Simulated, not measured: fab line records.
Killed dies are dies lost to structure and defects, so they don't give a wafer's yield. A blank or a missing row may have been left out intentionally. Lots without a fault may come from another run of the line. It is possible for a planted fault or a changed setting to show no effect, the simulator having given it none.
fab line records -- flow ritCmos
record lots=14, wafers=42, lastDay=7
route steps=202 shown GATE@87 PSD@151 CONTACT@177 M1@198
lots with no fault: from the same line, run without faults
startH: hours from the record's first day to the start of the lot's first wafer shown -- waitH: how many hours have passed since the lot's step before this one -- " unchanged from the row above -- L1.1+2: one row covering several wafers at once -- - no value, or no start was given -- * or withheld: withheld -- < > ~ a bound
route shown NAME@n: a module of which the file shows steps, and the number in the route of the first -- usual: average and standard deviation across the fault-free wafers -- same: alike in all rows -- chamber/n: place in a boat -- sites: each site's reading -- _std_site: their standard deviation -- _edge_site: the outer-site mean with the inner-site mean subtracted -- radiusMm: for every site, how far away it sits from the centre of the wafer -- mask NAME#n: copy n -- behind: the tool/chamber that last shaped the wafer -- hold: the reason the lot was held/the length of the hold in hours/how it ended -- device: whichever transistor did not switch (one of n, p or np) -- end of line: the route-end tests of the same wafers -- step lacking rows: just its recipe -- killed: dies that structure and defects cost at the first sort, which is not the same as the wafer's yield -- map: a wafer's dies, x killed, . not, _ none there
set.NAME: the setting that was run; set.NAME@STEP: the one run at that earlier step -- model.NAME: the simulator's own value behind a step, which no gauge read
route steps across a sampled set of lots; one table per step, one row per wafer
services: a tool's chamber out of use, with start hour (startH, from the record's first day; less than 0 if before it), hours out, and reason
## steps
# step RIT_GATE_COAT_11
# recipe resist=NOVOLAK, spinRpm=4250, resistThkNm=850
lot.wafer,tool,chamber,startH,waitH
L190.2+3+5,lithoTrack-03,0,35.61,0.1
L191.3+5+6,lithoTrack-03,0,41.73,0.1
L194.4+5+6,lithoTrack-02,0,55.22,0.1
L196.1+2+3,lithoTrack-04,0,66.87,0.1
L197.1+2+4,lithoTrack-02,0,69.74,0.1
L198.2+4+6,lithoTrack-02,0,75.41,0.1
L199.1+4+6,lithoTrack-03,0,81.38,0.1
L200.1+3+5,lithoTrack-04,0,86.09,0.1
L204.1+4+6,lithoTrack-02,0,105.36,0.1
L206.1+4+6,lithoTrack-02,0,116.37,0.1
L209.3+5+6,lithoTrack-04,0,130.48,0.1
L211.1+3+6,lithoTrack-04,0,141.53,0.1
L212.1+4+6,lithoTrack-03,0,146.18,0.1
L213.3+4+6,lithoTrack-04,0,155.46,0.1
# step RIT_GATE_CD_MEAS_16
# recipe targetCdNm=150
# usual cdNm=149.2/2.3
lot.wafer,tool,chamber,startH,waitH,cdNm
L190.2,cdSem-01,-,36.44,-,149.9
L190.3,cdSem-01,-,36.44,-,150.8
L190.5,cdSem-01,-,36.44,-,153.6
L191.3,cdSem-02,-,42.42,-,152.0
L191.5,cdSem-02,-,42.42,-,149.4
L191.6,cdSem-02,-,42.42,-,150.1
L194.4,cdSem-02,-,56.03,-,148.3
L194.5,cdSem-02,-,56.03,-,148.0
L194.6,cdSem-02,-,56.03,-,144.7
L196.1,cdSem-02,-,67.71,-,148.8
L196.2,cdSem-02,-,67.71,-,146.1
L196.3,cdSem-02,-,67.71,-,147.0
L197.1,cdSem-02,-,70.44,-,149.5
L197.2,cdSem-02,-,70.44,-,151.7
L197.4,cdSem-02,-,70.44,-,149.8
L198.2,cdSem-02,-,76.23,-,149.8
L198.4,cdSem-02,-,76.23,-,148.3
L198.6,cdSem-02,-,76.23,-,149.4
L199.1,cdSem-02,-,82.21,-,148.1
L199.4,cdSem-02,-,82.21,-,150.2
L199.6,cdSem-02,-,82.21,-,150.4
L200.1,cdSem-02,-,86.92,-,145.4
L200.3,cdSem-02,-,86.92,-,147.9
L200.5,cdSem-02,-,86.92,-,146.6
L204.1,cdSem-02,-,106.18,-,59.9
L204.4,cdSem-02,-,106.18,-,59.3
L204.6,cdSem-02,-,106.18,-,58.4
L206.1,cdSem-02,-,117.23,-,73.3
L206.4,cdSem-02,-,117.23,-,71.7
L206.6,cdSem-02,-,117.23,-,74.2
L209.3,cdSem-02,-,131.17,-,149.3
L209.5,cdSem-02,-,131.17,-,150.6
L209.6,cdSem-02,-,131.17,-,148.8
L211.1,cdSem-02,-,142.39,-,151.3
L211.3,cdSem-02,-,142.39,-,150.2
L211.6,cdSem-02,-,142.39,-,150.9
L212.1,cdSem-02,-,146.88,-,149.1
L212.4,cdSem-02,-,146.88,-,151.2
L212.6,cdSem-02,-,146.88,-,150.4
L213.3,cdSem-02,-,156.15,-,148.9
L213.4,cdSem-02,-,156.15,-,149.2
L213.6,cdSem-02,-,156.15,-,148.6
# step RIT_PSD_STRIP_09
# recipe chemistry=O2, timeS=180, resist=NOVOLAK, platenTempC=withheld, powerW=500, pressureMtorr=4000, o2FlowSccm=4000
# usual drypumpMotorCurrentA=5.9/0.52
lot.wafer,tool,chamber,startH,waitH,drypumpMotorCurrentA,rfHoursCounterH
L190.2,plasmaAsher-01,1,48.78,0.1,5.2,41
L190.3,plasmaAsher-01,0,48.78,0.1,6.4,-
L190.5,plasmaAsher-01,0,48.78,0.1,6.4,-
L191.3,plasmaAsher-02,1,54.61,0.1,4.9,-
L191.5,plasmaAsher-02,0,54.61,0.1,5.1,-
L191.6,plasmaAsher-02,1,54.61,0.1,4.9,-
L194.4,plasmaAsher-04,0,68.04,0.1,5.9,-
L194.5,plasmaAsher-04,0,68.04,0.1,5.9,-
L194.6,plasmaAsher-04,1,68.04,0.1,6.3,-
L196.1,plasmaAsher-04,0,79.90,0.1,5.9,41
L196.2,plasmaAsher-04,1,79.90,0.1,6.4,41
L196.3,plasmaAsher-04,0,79.90,0.1,5.9,-
L197.1,plasmaAsher-04,1,83.39,0.1,6.4,41
L197.2,plasmaAsher-04,0,83.39,0.1,5.9,41
L197.4,plasmaAsher-04,0,83.39,0.1,5.9,-
L198.2,plasmaAsher-01,0,88.30,0.1,6.4,45
L198.4,plasmaAsher-01,1,88.30,0.1,5.2,-
L198.6,plasmaAsher-01,0,88.30,0.1,6.4,-
L199.1,plasmaAsher-02,0,94.56,0.1,5.1,31
L199.4,plasmaAsher-02,1,94.56,0.1,4.9,-
L199.6,plasmaAsher-02,1,94.56,0.1,4.9,-
L200.1,plasmaAsher-02,0,99.48,0.1,5.1,32
L200.3,plasmaAsher-02,1,99.48,0.1,4.9,-
L200.5,plasmaAsher-02,1,99.48,0.1,4.9,-
L209.3,plasmaAsher-04,1,143.26,0.1,6.4,-
L209.5,plasmaAsher-04,0,143.26,0.1,5.9,-
L209.6,plasmaAsher-04,1,143.26,0.1,6.4,-
L211.1,plasmaAsher-04,0,154.36,0.1,5.8,49
L211.3,plasmaAsher-04,0,154.36,0.1,5.9,-
L211.6,plasmaAsher-04,1,154.36,0.1,6.4,-
L212.1,plasmaAsher-04,0,160.73,0.1,5.9,50
L212.4,plasmaAsher-04,0,160.73,0.1,5.9,-
L212.6,plasmaAsher-04,0,160.73,0.1,5.9,-
L213.3,plasmaAsher-02,1,168.75,0.1,4.9,-
L213.4,plasmaAsher-02,0,168.75,0.1,5.1,-
L213.6,plasmaAsher-02,0,168.75,0.1,5.1,-
# step RIT_CONTACT_OVL_MEAS_09
# usual CONTACT_OVL=-0.8/1.2
lot.wafer,tool,chamber,startH,waitH,CONTACT_OVL[nm]
L190.2,overlay-02,-,51.64,0.1,0.8
L190.3,overlay-02,-,51.64,0.1,0.6
L190.5,overlay-02,-,51.64,0.1,0.7
L191.3,overlay-02,-,57.44,0.1,0.2
L191.5,overlay-02,-,57.44,0.1,0.2
L191.6,overlay-02,-,57.44,0.1,-0.3
L194.4,overlay-02,-,71.00,0.1,-1.8
L194.5,overlay-02,-,71.00,0.1,-2.0
L194.6,overlay-02,-,71.00,0.1,-0.3
L196.1,overlay-02,-,83.03,0.1,-2.2
L196.2,overlay-02,-,83.03,0.1,0.0
L196.3,overlay-02,-,83.03,0.1,0.9
L197.1,overlay-01,-,86.25,0.1,0.4
L197.2,overlay-01,-,86.25,0.1,-1.1
L197.4,overlay-01,-,86.25,0.1,1.0
L198.2,overlay-02,-,91.30,0.1,-1.6
L198.4,overlay-02,-,91.30,0.1,-1.2
L198.6,overlay-02,-,91.30,0.1,-0.5
L199.1,overlay-01,-,97.54,0.1,-2.9
L199.4,overlay-01,-,97.54,0.1,-1.5
L199.6,overlay-01,-,97.54,0.1,-0.2
L200.1,overlay-01,-,102.46,0.1,-2.1
L200.3,overlay-01,-,102.46,0.1,0.1
L200.5,overlay-01,-,102.46,0.1,0.1
L209.3,overlay-01,-,146.11,0.1,-0.7
L209.5,overlay-01,-,146.11,0.1,0.3
L209.6,overlay-01,-,146.11,0.1,0.1
L211.1,overlay-01,-,157.22,0.1,-1.2
L211.3,overlay-01,-,157.22,0.1,-2.8
L211.6,overlay-01,-,157.22,0.1,1.1
L212.1,overlay-02,-,163.74,0.1,-1.2
L212.4,overlay-02,-,163.74,0.1,-3.3
L212.6,overlay-02,-,163.74,0.1,-2.6
L213.3,overlay-02,-,171.56,0.1,-1.8
L213.4,overlay-02,-,171.56,0.1,-1.5
L213.6,overlay-02,-,171.56,0.1,-1.1
# step RIT_M1_STRIP_14
# recipe chemistry=O2, timeS=180, platenTempC=withheld, powerW=500, pressureMtorr=4000, o2FlowSccm=4000
# usual drypumpMotorCurrentA=5.5/0.52
lot.wafer,tool,chamber,startH,waitH,drypumpMotorCurrentA,rfHoursCounterH
L190.2,plasmaAsher-03,0,54.79,0.0,5.8,42
L190.3,plasmaAsher-03,1,54.79,0.0,6.0,-
L190.5,plasmaAsher-03,1,54.79,0.0,6.1,-
L191.3,plasmaAsher-02,1,60.62,0.1,4.9,-
L191.5,plasmaAsher-02,1,60.62,0.1,4.9,-
L191.6,plasmaAsher-02,0,60.62,0.1,5.1,-
L194.4,plasmaAsher-03,1,74.18,0.1,6.1,-
L194.5,plasmaAsher-03,0,74.18,0.1,5.8,-
L194.6,plasmaAsher-03,1,74.18,0.1,6.0,-
L196.1,plasmaAsher-02,0,86.29,0.0,5.1,30
L196.2,plasmaAsher-02,1,86.29,0.0,4.9,30
L196.3,plasmaAsher-02,0,86.29,0.0,5.1,-
L197.1,plasmaAsher-03,1,89.48,0.0,6.1,46
L197.2,plasmaAsher-03,0,89.48,0.0,5.8,46
L197.4,plasmaAsher-03,0,89.48,0.0,5.8,-
L198.2,plasmaAsher-03,1,94.42,0.0,6.1,47
L198.4,plasmaAsher-03,1,94.42,0.0,6.0,-
L198.6,plasmaAsher-03,1,94.42,0.0,6.1,-
L199.1,plasmaAsher-03,1,100.69,0.0,6.1,47
L199.4,plasmaAsher-03,1,100.69,0.0,6.1,-
L199.6,plasmaAsher-03,0,100.69,0.0,5.8,-
L200.1,plasmaAsher-02,0,105.75,0.0,5.1,32
L200.3,plasmaAsher-02,1,105.75,0.0,4.9,-
L200.5,plasmaAsher-02,1,105.75,0.0,4.9,-
L209.3,plasmaAsher-03,1,149.58,0.1,6.1,-
L209.5,plasmaAsher-03,0,149.58,0.1,5.8,-
L209.6,plasmaAsher-03,1,149.58,0.1,6.0,-
L211.1,plasmaAsher-02,1,160.56,0.0,4.9,38
L211.3,plasmaAsher-02,0,160.56,0.0,5.2,-
L211.6,plasmaAsher-02,0,160.56,0.0,5.1,-
L212.1,plasmaAsher-02,1,167.23,0.0,4.9,39
L212.4,plasmaAsher-02,1,167.23,0.0,4.9,-
L212.6,plasmaAsher-02,1,167.23,0.0,4.9,-
L213.3,plasmaAsher-01,0,174.91,0.1,6.5,-
L213.4,plasmaAsher-01,1,174.91,0.1,5.2,-
L213.6,plasmaAsher-01,1,174.91,0.1,5.2,-
## services
tool,chamber,startH,hours,kind
plasmaAsher-02,-,106.27,1.4,repair
plasmaAsher-01,-,108.75,9.0,pm
plasmaAsher-01,0,108.75,9.0,ventCycle
plasmaAsher-01,1,108.75,9.0,ventCycle
plasmaAsher-01,0,117.75,-,clean
plasmaAsher-01,1,117.75,-,clean
## key
firstSign step=RIT_GATE_CD_MEAS_16, reading=cdNm, direction=down, sigmas=36, usual=149.2, struck=66.2, through=controlLoop
effect none on later readings
metAt RIT_GATE_COAT_11
struckLots L204,L206
laterRowsLeftOut L204.1,L204.4,L204.6,L206.1,L206.4,L206.6
sortLeftOut L204.1,L204.4,L204.6,L206.1,L206.4,L206.6
testerLeftOut L204,L206
loopTrim step=RIT_GATE_EXPOSE_13, setting=dose, lots=L206
notActingAt RIT_PSD_STRIP_09,RIT_CONTACT_OVL_MEAS_09,RIT_M1_STRIP_14
onsetBetween 75.41 105.36
fault kind=processParameterDrift, tool=lithoTrack-02, chamber=-, onsetH=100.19, steps=RIT_GATE_COAT_11, channel=resistThkNm, offset=-382.5, shape=step, endH=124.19, actsIn=theseRecipesOnly, stated=850
# testerLeftOut: of these lots the tester's yield and bins aren't shown, on N5 and GAA mostly nor the transistor test; their killed dies are dies lost to structure and defects alone, not to doping, threshold or leakage, so they don't give the yield
# sortLeftOut: the simulated sort isn't trusted on such a fault, so these wafers' sort isn't shown, and their yield isn't known
# laterRowsLeftOut: the simulator's readings of these wafers behind a module that went badly wrong aren't trusted and aren't shown, but for the sort
# loopTrim: a control loop set the setting to another value than it would have without faults
